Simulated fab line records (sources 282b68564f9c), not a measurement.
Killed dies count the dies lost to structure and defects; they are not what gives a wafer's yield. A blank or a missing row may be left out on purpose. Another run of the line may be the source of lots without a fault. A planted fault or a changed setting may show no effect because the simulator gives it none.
A struck lot beside a sound one -- flow rit cmos -- 29 out of 202 route steps
Sound: wafers L649.1, L649.3, L649.5. Struck: wafers L660.3, L660.6. (L660.2 of the same lot was not struck and is left out.) The cause comes at the end.
Each step with rows lists, per side, the tool, then ch with its chambers, then its first start. Under that, the readings that differ: sound wafers -- struck wafers -- difference of the means -- sigmas: that difference in standard deviations of wafers without a fault.
alike: a reading whose means differ by less than 2 such deviations, as well as words and numbers matching on both sides. not compared: withheld readings; readings where some wafer has no value; bounds like >300 that might hide an equal value; numbers whose values overlap and for which the record gives no deviation.
A row with sigmas, a row that says differs or no value, or rows on one side alone: a step with any of these is where the two part. When numbers do not overlap yet have no deviation, they are printed without sigmas and do not part them. A reading missing from all wafers of one side parts the sides only when that side holds two or more wafers.

RIT_SDANNEAL_RTA_03: time 5 s.
  sound on rtp anneal-01 ch 0, day 3 16:24; struck on rtp anneal-02 ch 0, day 5 18:35
  alike: wafer_temp_C_max
RIT_SDANNEAL_RS_MEAS_04: measurement is done with a four-point probe.
  struck on film metro-04, day 5 18:40; sound on film metro-04, day 3 16:28
  alike: PSD_RS
RIT_SDANNEAL_RS_MEAS_05: measurement is done with a four-point probe.
  struck on film metro-04, day 5 18:47; sound on film metro-04, day 3 16:35
  alike: NSD_RS
RIT_SDANNEAL_RS_MEAS_06: measurement is done with a four-point probe.
  struck on film metro-04, day 5 18:54; sound on film metro-04, day 3 16:42
  alike: PLDD_RS
RIT_SDANNEAL_RS_MEAS_07: measurement is done with a four-point probe.
  struck on film metro-04, day 5 19:01; sound on film metro-04, day 3 16:49
  alike: NLDD_RS
then, 1 step without rows for these wafers: RIT_SILICIDE_WET_ETCH_00 (etches SiO2 in BOE, target depth 14 nm, time 15 s).
RIT_SILICIDE_SPUTTER_01: material Ti, target thk 30 nm, time 240 s.
  struck on pvd sputter-01, day 5 19:08; sound on pvd sputter-01, day 3 16:57
  alike: throttle valve pct
RIT_SILICIDE_RS_MEAS_02: measurement is done with a four-point probe.
  struck on film metro-01, day 5 19:19; sound on film metro-01, day 3 17:06
  alike: SILICIDE_TI_RS
RIT_SILICIDE_THK_MEAS_03: measures by xrf.
  struck on film metro-01, day 5 19:25; sound on film metro-01, day 3 17:13
  alike: SILICIDE_TI_THK
RIT_SILICIDE_RTA_04: time 10 s, ramp up 5 s, ramp down 5 s.
  sound on rtp anneal-02 ch 0, day 3 17:17; struck on rtp anneal-01 ch 0, day 5 19:29
  alike: wafer_temp_C_max
then, 1 step without rows for these wafers: RIT_SILICIDE_WET_ETCH_05 (etches Ti in SPM, time 120 s).
RIT_SILICIDE_RTA_06: time 10 s, ramp up 5 s, ramp down 10 s.
  sound on rtp anneal-01 ch 0, day 3 17:23; struck on rtp anneal-02 ch 0, day 5 19:35
  alike: wafer_temp_C_max
RIT_CONTACT_CVD_00: deposits SiO2 from TEOS, target thk 400 nm, time 61 s.
  sound on pecvd-02 ch 0,1,2, day 3 17:27; struck on pecvd-03 ch 1, day 5 19:38
reading,sound,struck,difference,sigmas
model.SiO2_of_CONTACT_CVD_00.thk nm (nm),403.1 399.4 404,759.3 768.5,+361.7,
  alike: heater power w
RIT_CONTACT_THK_MEAS_01:
  struck on film metro-02, day 5 19:42; sound on film metro-01, day 3 17:30
reading,sound,struck,difference,sigmas
CONTACT_TEOS_THK (nm),403 399 404,759 769,+362,+75
then, 6 steps without rows for these wafers: RIT_CONTACT_HMDS_02 (prime time 60 s); RIT_CONTACT_COAT_03 (resist thk 1000 nm); RIT_CONTACT_SOFTBAKE_04 (time 60 s); RIT_CONTACT_EXPOSE_05 (exposes mask M11, target cd 1000 nm); RIT_CONTACT_PEB_06; RIT_CONTACT_DEVELOP_07 (develop time 120 s).
RIT_CONTACT_CD_MEAS_08: the cd target is 1000 nm.
  struck on cd sem-02, day 5 20:44; sound on cd sem-01, day 3 18:45
  alike: cd nm
RIT_CONTACT_OVL_MEAS_09:
  struck on overlay-01, day 5 20:51; sound on overlay-02, day 3 18:52
  alike: CONTACT_OVL
then, 1 step without rows for these wafers: RIT_CONTACT_HARDBAKE_10 (time 60 s).
RIT_CONTACT_ETCH_11: etches SiO2 in CHF3/CF4/Ar, stops on TiSi2, target depth 480 nm, time 320 s.
  sound on rie diel-04 ch 0,1,2, day 3 19:03; struck on rie diel-01 ch 2, day 5 21:02
reading,sound,struck,difference,sigmas
drypump motor current A (A),6.8 6.0 5.3,5.0 5.0,-1.0,-2
model.etch.depth nm (nm),403.1 399.4 404,480.8 478.6,+77.5,
model.CONTACT.feature depth nm (nm),403.1 399.4 404,480.8 478.6,+77.5,
  alike: mfc ar sccm, oes product au, throttle valve pct
  not compared: rf hours counter h
RIT_CONTACT_STRIP_12: strips in O2, time 172.5 s.
  sound on plasma asher-01 ch 0,1, day 3 19:15; struck on plasma asher-03 ch 0,1, day 5 21:13
  alike: drypump motor current A
  not compared: rf hours counter h
RIT_CONTACT_CD_MEAS_90: the cd target is 1000 nm.
  struck on cd sem-02, day 5 21:25; sound on cd sem-01, day 3 19:25
  alike: cd nm
RIT_CONTACT_CLEAN_13: cleans in SC1, time 600 s.
  sound on wet bench-01 ch 1, day 3 19:32; struck on wet bench-03 ch 2, day 5 21:31
reading,sound,struck,difference,sigmas
model.SiO2_of_CONTACT_CVD_00.thk nm (nm),399 395.4 400,755.2 764.4,+361.7,
  alike: bath guard temp C, bath heat duty pct, temp c
then, 1 step without rows for these wafers: RIT_CONTACT_CLEAN_14 (cleans in SC2, time 600 s).
RIT_M1_PROBE_99:
  struck on prober-01, day 6 02:08; sound on prober-02, day 4 00:32
reading,sound,struck,difference,sigmas
killed at contacts,0 0 0,257 259,+258,+99 or more
killed dies,5 11 4,264 264,+257,+92
killed on rim,2 3 0,70 70,+68,+49
  alike: killed at front end, killed open, killed short

== WHERE THEY PART ==
Earliest at RIT_CONTACT_THK_MEAS_01; latest, in this record, at RIT_M1_PROBE_99.

WHY: whatever the simulator had introduced
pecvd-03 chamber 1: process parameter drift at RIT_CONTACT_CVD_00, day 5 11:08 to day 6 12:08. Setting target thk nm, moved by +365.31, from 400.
